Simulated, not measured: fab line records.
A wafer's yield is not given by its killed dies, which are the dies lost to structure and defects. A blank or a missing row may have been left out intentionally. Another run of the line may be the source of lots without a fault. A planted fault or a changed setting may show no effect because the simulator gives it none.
What tool caused it? -- flow berkeley cmos170 -- Sampling: 14 lots, 42 wafers, 3 of 331 route steps

WHAT THE GAUGES SHOWED, per wafer
UCB170_START_BOW_MEAS_00. Usual: INCOMING_BOW typically reads -1 um, with standard deviation 5.8.
lot,measured,on,INCOMING_BOW (um),flag
L795,day 1 10:00,film metro-01,3 0 -2,
L796,day 1 15:00,film metro-01,8 -5 -1,
L797,day 1 20:00,film metro-02,-5 1 13,
L798,day 2 01:01,film metro-03,-7 0 -1,
L799,day 2 06:00,film metro-01,-4 -1 -6,
L800,day 2 11:02,film metro-03,3 5 1,
L801,day 2 16:00,film metro-02,9 -1 -3,
L802,day 2 21:01,film metro-02,-8 5 -8,
L803,day 3 02:02,film metro-01,8 -2 -6,
L804,day 3 07:00,film metro-01,7 5 -1,
L808,day 4 03:01,film metro-03,-8 -1 -12,
L810,day 4 13:01,film metro-02,-1 -3 1,
L817,day 6 00:02,film metro-01,-13 -11 -10,
L818,day 6 05:01,film metro-03,-3 0 11,

UCB170_PWELL_THK_MEAS_03. Usual: PWELL_OXIDE_THK typically reads 26.4 nm, with standard deviation 0.64.
lot,measured,on,PWELL_OXIDE_THK (nm),flag
L795,day 2 14:25,film metro-01,27.1 27.2 27.5,
L796,day 2 23:38,film metro-01,27.1 27.0 26.8,
L797,day 3 05:59,film metro-01,25.5 25.9 26.0,
L798,day 3 05:59,film metro-03,26.1 25.7 26.0,
L799,day 3 19:06,film metro-04,26.4 26.3 26.2,
L800,day 3 23:41,film metro-04,26.2 26.0 26.4,
L801,day 4 05:36,film metro-01,26.5 25.9 26.2,
L802,day 4 05:37,film metro-03,25.7 25.5 25.6,
L803,day 4 09:32,film metro-04,25.8 26.1 25.8,
L804,day 4 09:32,film metro-03,26.1 25.8 25.9,
L808,day 5 12:14,film metro-01,26.9 26.8 26.8,
L810,day 5 20:50,film metro-01,26.6 27.0 26.6,
L817,day 7 01:56,film metro-01,26.4 26.2 26.6,
L818,day 7 10:08,film metro-03,26.7 26.3 26.5,

TOOL THAT RAN EACH LOT (tool first, then ch and the chambers of the sampled wafers, then the start)
lot,UCB170_ZERO_STRIP_07
L795,"plasma asher-03 ch 0,1, day 1 17:22"
L796,"plasma asher-04 ch 0,1, day 2 02:22"
L797,"plasma asher-04 ch 0,1, day 2 07:28"
L798,"plasma asher-04 ch 0,1, day 2 09:01"
L799,"plasma asher-01 ch 0,1, day 2 14:25"
L800,"plasma asher-04 ch 0,1, day 3 00:07"
L801,"plasma asher-03 ch 0,1, day 3 08:34"
L802,"plasma asher-01 ch 0,1, day 3 08:22"
L803,"plasma asher-04 ch 0,1, day 3 14:10"
L804,"plasma asher-04 ch 0,1, day 3 16:56"
L808,"plasma asher-03 ch 0,1, day 4 15:23"
L810,"plasma asher-01 ch 0,1, day 4 21:31"
L817,"plasma asher-03 ch 0,1, day 6 07:55"
L818,"plasma asher-03 ch 0,1, day 6 12:50"
- UCB170_ZERO_STRIP_07: strips in O2.

AS READ BY THE TOOLS THEMSELVES (means over the sampled wafers that have a number; for cases with no such wafer, the mark the record gives instead)
UCB170_ZERO_STRIP_07. Usual: drypump motor current A 5.5 A, standard deviation 0.31; oes product au 0.727 a.u., standard deviation 0.0046; strip time to endpoint s 21.54 s, standard deviation 0.055.
lot,tool,drypump motor current A (A),oes product au (a.u.),strip time to endpoint s (s),flag
L795,plasma asher-03,5.4,0.725,21.44,
L796,plasma asher-04,5.4,0.728,21.60,
L797,plasma asher-04,5.4,0.727,21.53,
L798,plasma asher-04,5.4,0.730,21.54,
L799,plasma asher-01,5.3,0.725,21.51,
L800,plasma asher-04,5.4,0.723,21.60,
L801,plasma asher-03,5.6,0.727,21.53,
L802,plasma asher-01,5.3,0.727,21.51,
L803,plasma asher-04,5.4,0.727,21.62,
L804,plasma asher-04,5.4,0.725,21.56,
L808,plasma asher-03,5.6,0.728,21.59,
L810,plasma asher-01,5.6,0.731,21.61,
L817,plasma asher-03,5.6,0.724,21.59,
L818,plasma asher-03,5.6,0.728,21.53,

THE ANSWER, worked out from the rows above alone
Rule: a lot counts as off when the mean over its wafers that have a number is more than 3 standard deviations away from the usual mean. Also off: a lot with no number at a reading for which 4 or more lots have one. Any other lot the step has rows for is counted as sound. Order of review: gauges by route order, followed by the tools' own readings, for which a lot's mean as printed above is used. The first step at which some lot is off is used, and at that step the reading that is off furthest; a lot without a number counts as furthest.
Across all readings shown, no lot is off: no conclusion can be drawn from this.

WHAT HAD BEEN PUT IN BY THE SIMULATOR
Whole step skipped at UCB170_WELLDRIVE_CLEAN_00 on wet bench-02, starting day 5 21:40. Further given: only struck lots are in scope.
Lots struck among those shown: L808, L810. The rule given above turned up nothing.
